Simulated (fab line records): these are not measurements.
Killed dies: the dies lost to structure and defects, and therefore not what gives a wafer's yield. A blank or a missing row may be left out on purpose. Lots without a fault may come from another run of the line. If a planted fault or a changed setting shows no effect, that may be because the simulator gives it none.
fab line records	flow berkeley_cmos170
record lots=6	wafers=18	last_day=11
route steps=331 shown NLDD@161 SPACER@171
lots untouched by any fault: they come from a run of this same line in which no faults occurred
start_h: hours from the record's opening day to when the first of the lot's shown wafers began	wait_h: time in hours since the lot's previous step	" same as the row above	L1.1+2: a row that stands for several wafers	- either no value or no given start	* or withheld: withheld	< > ~ a bound
route shown NAME@n: NAME is a module with steps in the file, n the number in the route of the first one	usual: the fault-free wafers' mean and standard deviation	same: alike in all rows	chamber/n: place in a boat	sites: per-site readings	_std_site: the values' standard deviation	_edge_site: the outer-site mean with the inner-site mean subtracted	radius_mm: for every site, how far away it sits from the centre of the wafer	mask NAME#n: copy n	behind: the tool/chamber that last shaped the wafer	hold: the reason the lot was held/the length of the hold in hours/how it ended	device: the transistor (n, p or np) that didn't switch	end of line: tests of these same wafers at the route's end	a step without rows: its recipe alone	killed: dies lost to structure and defects at the first sort, not the wafer's yield	map: a wafer's dies, x killed, . not, _ none there
set.NAME: setting as actually run; set.NAME@STEP: the setting as run at that earlier step	model.NAME: the simulator's own value behind a step, which no gauge read
lots seen at some steps along the route; tables by step, rows by wafer
services: when a tool's chamber went out of use (start_h, in hours from the record's first day, below 0 if earlier), for how many hours, and the reason
## steps
# step UCB170_NLDD_EXPOSE_03
# recipe mask_id=NSELECT	na=0.5	sigma_outer=0.6	source_shape=conventional	target_cd_nm=1200	dose_mj=30
# step UCB170_NLDD_PEB_04
# recipe peb_temp_c=130	peb_time_s=withheld	resist=KrF
# step UCB170_NLDD_DEVELOP_05
# recipe developer=TMAH	develop_time_s=45	resist=KrF	dev_temp_c=21
# step UCB170_NLDD_CD_MEAS_06
# recipe target_cd_nm=1200
# usual cd_nm=1200.5/1.2
lot.wafer	tool	chamber	start_h	wait_h	cd_nm
L412.1	cd_sem-01	-	152.45	-	1198.8
L412.4	"	-	"	"	1200.7
L412.5	"	-	"	"	1198.1
L416.1	cd_sem-02	-	175.91	-	1200.4
L416.2	"	-	"	"	1200.6
L416.4	"	-	"	"	1200.7
L420.1	cd_sem-01	-	203.06	-	1199.4
L420.2	"	-	"	"	1199.3
L420.3	"	-	"	"	1201.1
L421.1	cd_sem-02	-	203.62	-	1200.1
L421.2	"	-	"	"	1199.5
L421.6	"	-	"	"	1199.1
L422.1	cd_sem-02	-	213.46	-	1201.4
L422.2	"	-	"	"	1201.7
L422.6	"	-	"	"	1201.6
L424.1	cd_sem-01	-	226.54	-	1200.8
L424.3	"	-	"	"	1200.3
L424.6	"	-	"	"	1200.1
# step UCB170_NLDD_OVL_MEAS_07
# usual NLDD_OVL=0/5.6
lot.wafer	tool	chamber	start_h	wait_h	NLDD_OVL[nm]
L412.1	overlay-02	-	152.57	0.1	1
L412.4	"	-	"	"	5
L412.5	"	-	"	"	3
L416.1	overlay-02	-	176.03	0.1	4
L416.2	"	-	"	"	8
L416.4	"	-	"	"	7
L420.1	overlay-02	-	203.18	0.1	-11
L420.2	"	-	"	"	-7
L420.3	"	-	"	"	-4
L421.1	overlay-02	-	203.74	0.1	0
L421.2	"	-	"	"	-7
L421.6	"	-	"	"	-4
L422.1	overlay-02	-	213.58	0.1	5
L422.2	"	-	"	"	-1
L422.6	"	-	"	"	2
L424.1	overlay-01	-	226.66	0.1	2
L424.3	"	-	"	"	8
L424.6	"	-	"	"	5
# step UCB170_NLDD_IMPLANT_08
# recipe species=As	dose_cm2=4.878e+13	energy_kev=30	tilt_deg=7	rotation_deg=0
# step UCB170_NLDD_IMPLANT_09
# recipe species=As	dose_cm2=5e+13	energy_kev=30	tilt_deg=7	rotation_deg=180
# step UCB170_NLDD_STRIP_10
# recipe chemistry=O2	power_w=400	pressure_mtorr=3500	platen_temp_c=withheld	o2_flow_sccm=400	overash_fraction=0.5
# usual drypump_motor_current_A=5.5/0.55	oes_product_au=0.735/0.0048	strip_time_to_endpoint_s=21.62/0.066
lot.wafer	tool	chamber	start_h	wait_h	drypump_motor_current_A	oes_product_au	rf_hours_counter_h	strip_time_to_endpoint_s
L412.1	plasma_asher-02	0	152.90	0.1	6.4	0.735	51	21.57
L412.4	"	1	"	"	5.0	0.739	-	21.57
L412.5	"	0	"	"	6.4	0.736	-	21.54
L416.1	plasma_asher-01	0	176.37	0.1	5.5	0.733	44	21.59
L416.2	"	1	"	"	4.8	0.732	44	21.56
L416.4	"	0	"	"	5.5	0.732	-	21.59
L420.1	plasma_asher-01	0	203.52	0.1	5.5	0.737	46	21.70
L420.2	"	1	"	"	4.8	0.739	46	21.74
L420.3	"	1	"	"	4.8	0.729	-	21.71
L421.1	plasma_asher-02	1	204.07	0.1	4.9	0.732	57	21.60
L421.2	"	0	"	"	6.4	0.734	57	21.68
L421.6	"	1	"	"	4.9	0.739	-	21.68
L422.1	plasma_asher-02	0	213.92	0.1	6.4	0.733	58	21.59
L422.2	"	1	"	"	4.9	0.729	58	21.65
L422.6	"	0	"	"	6.4	0.732	-	21.63
L424.1	plasma_asher-02	1	226.99	0.1	4.9	0.731	59	21.66
L424.3	"	1	"	"	4.9	0.738	-	21.63
L424.6	"	0	"	"	6.4	0.749	-	21.62
# step UCB170_NLDD_TW_MEAS_11
# usual NLDD_TW=2213/15
lot.wafer	tool	chamber	start_h	wait_h	NLDD_TW
L412.1	film_metro-04	-	153.00	0.1	2212
L412.4	"	-	"	"	2220
L412.5	"	-	"	"	2199
L416.1	film_metro-02	-	176.47	0.1	2216
L416.2	"	-	"	"	2203
L416.4	"	-	"	"	2209
L420.1	film_metro-02	-	203.62	0.1	2214
L420.2	"	-	"	"	2207
L420.3	"	-	"	"	2217
L421.1	film_metro-04	-	204.17	0.1	2208
L421.2	"	-	"	"	2207
L421.6	"	-	"	"	2216
L422.1	film_metro-02	-	214.02	0.1	2212
L422.2	"	-	"	"	2215
L422.6	"	-	"	"	2207
L424.1	film_metro-03	-	227.09	0.1	2248
L424.3	"	-	"	"	2244
L424.6	"	-	"	"	2249
# step UCB170_NLDD_CLEAN_12
# recipe chemistry=SPM	temp_c=120	time_s=600
# step UCB170_SPACER_CVD_00
# recipe material=SiO2	target_thk_nm=376	temp_c=390	precursor=TEOS/O2	time_s=47	rf_w=550	pressure_mtorr=9000
# usual heater_power_w=280/57	susceptor_temp_C=390.00/0.22
lot.wafer	tool	chamber	start_h	wait_h	heater_power_w	susceptor_temp_C
L412.1	pecvd-03	0	153.52	0.0	249	389.96
L412.4	"	1	"	"	151	390.11
L412.5	"	2	"	"	242	390.25
L416.1	pecvd-04	1	176.70	0.0	298	390.35
L416.2	"	2	"	"	351	390.19
L416.4	"	0	"	"	278	390.30
L420.1	pecvd-02	0	203.85	0.0	266	389.91
L420.2	"	2	"	"	285	389.75
L420.3	"	1	"	"	393	389.88
L421.1	pecvd-03	0	204.41	0.0	287	390.01
L421.2	"	2	"	"	294	390.03
L421.6	"	2	"	"	202	389.83
L422.1	pecvd-04	0	216.64	0.0	243	389.78
L422.2	"	2	"	"	330	390.08
L422.6	"	0	"	"	252	390.07
L424.1	pecvd-03	0	227.33	0.0	305	390.32
L424.3	"	1	"	"	225	390.29
L424.6	"	0	"	"	314	390.56
# step UCB170_SPACER_THK_MEAS_01
# recipe reads=SiO2_of_SPACER_CVD_00
# usual SPACER_TEOS_THK=377/4.8
lot.wafer	tool	chamber	start_h	wait_h	SPACER_TEOS_THK[nm]
L412.1	film_metro-04	-	153.57	0.0	374
L412.4	"	-	"	"	376
L412.5	"	-	"	"	376
L416.1	film_metro-03	-	176.74	0.0	373
L416.2	"	-	"	"	372
L416.4	"	-	"	"	385
L420.1	film_metro-03	-	203.89	0.0	365
L420.2	"	-	"	"	367
L420.3	"	-	"	"	370
L421.1	film_metro-01	-	204.45	0.0	378
L421.2	"	-	"	"	373
L421.6	"	-	"	"	376
L422.1	film_metro-01	-	216.72	0.1	381
L422.2	"	-	"	"	380
L422.6	"	-	"	"	383
L424.1	film_metro-01	-	227.37	0.0	373
L424.3	"	-	"	"	372
L424.6	"	-	"	"	379
# step UCB170_SPACER_ANNEAL_02
# recipe temp_c=900	time_s=1800	ambient=N2
# usual spike_tc_centre_C=902.9/0.95	spike_tc_load_C=925/3.1
lot.wafer	tool	chamber	start_h	wait_h	spike_tc_centre_C	spike_tc_load_C
L412.1	furnace-03	0	153.92	0.3	903.2	928
L412.4	"	0	"	"	903.6	931
L412.5	"	0	"	"	902.7	930
L416.1	furnace-01	0	178.92	2.2	902.7	924
L416.2	"	0	"	"	902.5	923
L416.4	"	0	"	"	902.8	923
L420.1	furnace-01	-	207.10	3.2	-	-
L420.2	"	-	"	"	-	-
L420.3	"	-	"	"	-	-
L421.1	furnace-01	-	207.10	2.6	-	-
L421.2	"	-	"	"	-	-
L421.6	"	-	"	"	-	-
L422.1	furnace-01	0	218.87	2.1	904.2	924
L422.2	"	0	"	"	902.3	924
L422.6	"	0	"	"	903.2	926
L424.1	furnace-04	0	230.90	3.5	903.2	920
L424.3	"	0	"	"	902.0	919
L424.6	"	0	"	"	902.6	921
# step UCB170_SPACER_ETCHBACK_03
# recipe stop_on=Si	target=SiO2	chemistry=CHF3/CF4/Ar	CHF3_flow_sccm=50	cf4_flow_sccm=10	Ar_flow_sccm=120	pressure_mtorr=200	rf_w=500	target_depth_a=3760	time_s=100
# usual drypump_motor_current_A=5.8/0.47	oes_product_au=0.901/0.017	throttle_valve_pct=6.48/0.11
lot.wafer	tool	chamber	start_h	wait_h	drypump_motor_current_A	oes_product_au	rf_hours_counter_h	throttle_valve_pct
L412.1	rie_diel-03	3	155.42	0.0	5.6	0.897	42	6.53
L412.4	"	2	"	"	6.6	0.907	30	6.68
L412.5	"	1	"	"	5.6	0.877	-	6.49
L416.1	rie_diel-03	3	180.42	0.0	5.6	0.900	42	6.52
L416.2	"	0	"	"	6.1	0.895	113	6.54
L416.4	"	1	"	"	5.6	0.883	128	6.49
L420.1	rie_diel-01	3	208.60	0.0	6.0	0.895	43	6.44
L420.2	"	1	"	"	5.8	0.900	9	6.44
L420.3	"	2	"	"	5.3	0.901	17	6.53
L421.1	rie_diel-03	3	208.60	0.0	5.5	0.905	43	6.54
L421.2	"	0	"	"	6.0	0.890	114	6.53
L421.6	"	1	"	"	5.6	0.870	-	6.47
L422.1	rie_diel-01	3	220.37	0.0	6.0	0.916	44	6.44
L422.2	"	1	"	"	5.8	0.919	10	6.44
L422.6	"	1	"	"	5.8	0.925	-	6.46
L424.1	rie_diel-03	3	232.40	0.0	5.5	0.896	43	6.52
L424.3	"	0	"	"	6.0	0.887	114	6.55
L424.6	"	2	"	"	6.6	0.915	-	6.69
## services
tool	chamber	start_h	hours	kind
pecvd-02	-	135.50	14.0	pm
pecvd-02	0	135.50	14.0	vent_cycle
pecvd-02	1	135.50	14.0	vent_cycle
pecvd-02	2	135.50	14.0	vent_cycle
rie_diel-01	-	139.84	1.0	repair
plasma_asher-01	-	146.76	3.8	repair
pecvd-02	0	149.50	-	clean
pecvd-02	1	149.50	-	clean
pecvd-02	2	149.50	-	clean
plasma_asher-01	-	164.80	3.3	repair
plasma_asher-02	-	167.53	0.4	repair
rie_diel-03	3	169.67	10.1	repair
rie_diel-03	3	180.94	9.5	repair
pecvd-02	0	182.62	5.2	repair
plasma_asher-02	-	191.46	2.1	repair
rie_diel-03	-	197.09	3.0	repair
pecvd-04	-	207.29	4.3	pm
pecvd-04	-	211.62	2.8	pm
furnace-01	-	223.29	3.7	pm
## key
first_sign step=UCB170_SPACER_ANNEAL_02	reading=tool_record	direction=missing
effect none on later readings
met_at UCB170_SPACER_ANNEAL_02
struck_wafers L420.1,L420.2,L420.3,L421.1,L421.2,L421.6
later_rows_left_out L420.1,L420.2,L420.3,L421.1,L421.2,L421.6
sort_left_out L420.1,L420.2,L420.3,L421.1,L421.2,L421.6
tester_left_out L420,L421
onset_between 178.92 207.10
fault kind=skipped_step_whole	tool=furnace-01	chamber=-	onset_h=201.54	steps=UCB170_SPACER_ANNEAL_02	scope=struck_lots_only
# tester_left_out: of these lots the tester's yield and bins aren't shown, on N5 and GAA mostly nor the transistor test; their killed dies are dies lost to structure and defects alone, not to doping, threshold or leakage, so they don't give the yield
# sort_left_out: the simulated sort isn't trusted on such a fault, so these wafers' sort isn't shown, and their yield isn't known
# later_rows_left_out: the simulator's readings of these wafers behind a module that went badly wrong aren't trusted and aren't shown, but for the sort
